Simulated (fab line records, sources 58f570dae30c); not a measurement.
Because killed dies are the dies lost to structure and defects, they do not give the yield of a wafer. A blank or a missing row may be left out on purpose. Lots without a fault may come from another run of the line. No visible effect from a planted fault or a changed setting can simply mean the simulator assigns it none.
Problem report in the 8D (eight disciplines) form, filled by code + flow berkeley-cmos170 + the parts of the form that need people (team, actions taken, sign-off) are left out

1. WHAT IS WRONG
Wafers without a fault read 1500.1 rpm, standard deviation 1.1; spin-speed-rpm at UCB170_V2_COAT_07 reads a mean of 1708.1 rpm on 9 wafers belonging to 3 lots. So: +99 or more standard deviations from the usual mean.
The step: resist thk 900 nm.
First seen on wafer L116.2, day 9 10:49, on litho-track-03. The record has a number at this step for 45 wafers belonging to 15 lots. By rule, "out" or "out of limits" means more than 4 standard deviations away from the usual mean. The rest of the wafers with a number are treated as sound.

2. WHAT IT IS, AND WHAT IT ISN'T
| question                    | is                     | is not                                                                                             |
|-----------------------------|------------------------|----------------------------------------------------------------------------------------------------|
| which readings at this step | spin-speed-rpm         | exhaust-pa                                                                                         |
| which lots                  | L114, L116, L117       | L107, L108, L109, L111, L112, L113, L123, L125, L127, L128, L129, L130                             |
| which wafers of those lots  | all that have a number | -                                                                                                  |
| read on which tools         | litho-track-03         | litho-track-01, litho-track-04                                                                     |
| when                        | from day 9 10:49       | up to then (18 sound wafers); but 18 sound wafers of L123, L125, L127, L128, L129, L130 came after |

3. WHAT RULES OUT EACH SUSPECT
Counting: any tool at a process step up to the reading is kept as a suspect provided that every lot that is out went through it and no sound lot did after the first of them.
- litho-track-03 at UCB170_V2_COAT_07 (resist thk 900 nm): ruled out as a lasting fault. Sound lots L130 ran on it after its first lot that is out, L116 (day 9 10:49).
Left after counting: nothing in the record.

4. THE CAUSE (what the simulator had put in)
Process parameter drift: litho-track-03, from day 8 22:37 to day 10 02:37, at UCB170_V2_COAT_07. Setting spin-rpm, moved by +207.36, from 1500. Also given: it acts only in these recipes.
Counting ruled it out, wrongly.

5. SEQUENCE OF EFFECTS, ordered by route
One row per reading whose mean, taken over the struck wafers that have a number, lies over 3 standard deviations from the usual. Only readings whose record carries a usual standard deviation are examined. hours: median over the lots of the time between each lot's start at the first step of this table that gives one and its start at this step. sigmas: the change, counted in usual standard deviations.
| hours | step               | reading                  | usual      | on struck wafers | change | sigmas      |
|-------|--------------------|--------------------------|------------|------------------|--------|-------------|
| 0     | UCB170_V2_COAT_07  | spin-speed-rpm           | 1500.1 rpm | 1708.1           | +208.0 | +99 or more |
| 2     | UCB170_V2_STRIP_15 | strip-time-to-endpoint-s | 15.38 s    | 14.14            | -1.24  | -11         |
It contains these process steps:
- UCB170_V2_COAT_07: resist thk 900 nm.
- UCB170_V2_STRIP_15: strips in O2.
Later steps that measure or inspect, where all struck wafers having a row at the step show a number for every such reading and not one has moved that far: UCB170_V2_OVL_MEAS_13.

6. WHAT WOULD HAVE CAUGHT IT SOONER
In this record the first reading out of limits was taken at day 9 10:49, 12 hours after the fault began at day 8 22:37.
